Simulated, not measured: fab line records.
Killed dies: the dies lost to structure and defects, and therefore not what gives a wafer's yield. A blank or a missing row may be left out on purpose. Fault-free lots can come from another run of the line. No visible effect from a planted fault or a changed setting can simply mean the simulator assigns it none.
Lot-split experiment    flow berkeley-cmos170    route with 331 steps; 5 lots, 23 wafers read

== SPLIT DETAILS ==
At UCB170_ACTIVE_EXPOSE_10 (exposes mask ACTIVE, target cd 1200 nm), the setting dose-mj was moved away from the recipe's 20 on 7 of the 23 wafers read, by -6.4% to +3.5%. For the rest of the wafers, this setting stayed at what the recipe calls for.

== FROM THE SPLIT TO THE READING: what the file shows between them, 5 steps ==
- UCB170_ACTIVE_PEB_11
- UCB170_ACTIVE_DEVELOP_12: develop time 45 s
- UCB170_ACTIVE_CD_MEAS_13: target cd 1200 nm
- UCB170_ACTIVE_ETCH_15: etches Si3N4 in CH3F/Ar/O2, stops on SiO2, target depth 242 nm, time 151 s
- UCB170_ACTIVE_STRIP_16: strips in O2

== THE READING ==
cd-nm at UCB170_ACTIVE_CD_MEAS_90, given in nm (cd target 1200 nm). On this fab line, fault-free wafers typically give 1199.6 nm with a standard deviation of 1.5 nm.

wafer   tool, chamber at the split  dose-mj as run  against the recipe  cd-nm, nm  against lot-mates on the recipe
L074.1  krf-scanner-02, 0           20              recipe              1197.3     -
L074.2  krf-scanner-02, 0           20              recipe              1199.1     -
L074.3  krf-scanner-02, 0           18.72           -6.4%               1209.9     +11.3
L074.4  krf-scanner-02, 0           18.72           -6.4%               1208.7     +10.1
L074.6  krf-scanner-02, 0           20              recipe              1199.4     -
L075.1  krf-scanner-01, 0           20              recipe              1202.6     -
L075.2  krf-scanner-01, 0           20              recipe              1201.3     -
L075.4  krf-scanner-01, 0           20              recipe              1202.1     -
L076.1  krf-scanner-02, 0           20              recipe              1198.3     -
L076.2  krf-scanner-02, 0           20              recipe              1198.2     -
L076.3  krf-scanner-02, 0           18.9            -5.5%               1208.1     +9.8
L076.4  krf-scanner-02, 0           18.9            -5.5%               1207.7     +9.5
L076.5  krf-scanner-02, 0           18.9            -5.5%               1208.7     +10.5
L077.1  krf-scanner-01, 0           20              recipe              1199.7     -
L077.3  krf-scanner-01, 0           20              recipe              1200.3     -
L077.4  krf-scanner-01, 0           20              recipe              1200.9     -
L077.5  krf-scanner-01, 0           20              recipe              1199.2     -
L077.6  krf-scanner-01, 0           20              recipe              1200.2     -
L079.1  krf-scanner-02, 0           20.7            +3.5%               1193.3     -6.6
L079.2  krf-scanner-02, 0           20.7            +3.5%               1193.2     -6.7
L079.4  krf-scanner-02, 0           20              recipe              1199.9     -
L079.5  krf-scanner-02, 0           20              recipe              1200.0     -
L079.6  krf-scanner-02, 0           20              recipe              1199.8     -

THE FIT
A straight line over all 23 wafers: cd-nm changes by -1.56 nm for each +1% of dose-mj; r = -0.96; the points scatter about the line by 1.3 nm.
The same after taking each lot's own level away (the mean of its wafers on the recipe; 23 wafers): -1.77 nm for each +1%; r = -0.99; scatter 0.6 nm.
The reading moves by 11 nm for the largest change in dose-mj, on that fit.
The lots' own levels span 1198.25 to 1202.00 nm, that is 2.5 times the standard deviation above.
So the slope is not independent of the lot-to-lot level: the two fits are not the same.
Check: with one of the wafers moved furthest among these (-6.4%) left out of the fit, the line predicts +11.2 nm for it against its lot-mates. Against them it came out at +11.3 nm.

== THESE WAFERS: OTHER SPLITS ==
These wafers also went through other splits before the reading. Each is held against what the fit with the lots' levels taken away leaves over:
other split on the same wafers       wafers away from the commonest value  r with cd-nm (lot level and that fit taken away)
UCB170_NWELL_OXIDATION_01 ox-time-s  10                                    +0.00
UCB170_NWELL_IMPLANT_14 dose-cm2     8                                     -0.04
UCB170_PWELL_CVD_05 time-s           10                                    +0.21
UCB170_PWELL_ETCH_14 rf-w            9                                     +0.19

== THE WHOLE CHAIN: every reading that the file lists as answering this split, in the file's order ==
step                      what it does                                                                reading                                                        change (the file's fit)               r (the file's)
UCB170_ACTIVE_CD_MEAS_13  target cd 1200 nm                                                           cd-nm                                                          -1.72 nm for each +1% of the setting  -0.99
UCB170_ACTIVE_ETCH_15     etches Si3N4 in CH3F/Ar/O2, stops on SiO2, target depth 242 nm, time 151 s  ACTIVE.cd-nm (the simulator's own value, which no gauge read)  -1.75 nm for each +1% of the setting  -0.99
UCB170_ACTIVE_CD_MEAS_90  target cd 1200 nm                                                           cd-nm                                                          -1.75 nm for each +1% of the setting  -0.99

== FILE'S OWN FIT ==
cd-nm changes by -1.75 nm for each +1% of dose-mj, r = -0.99.
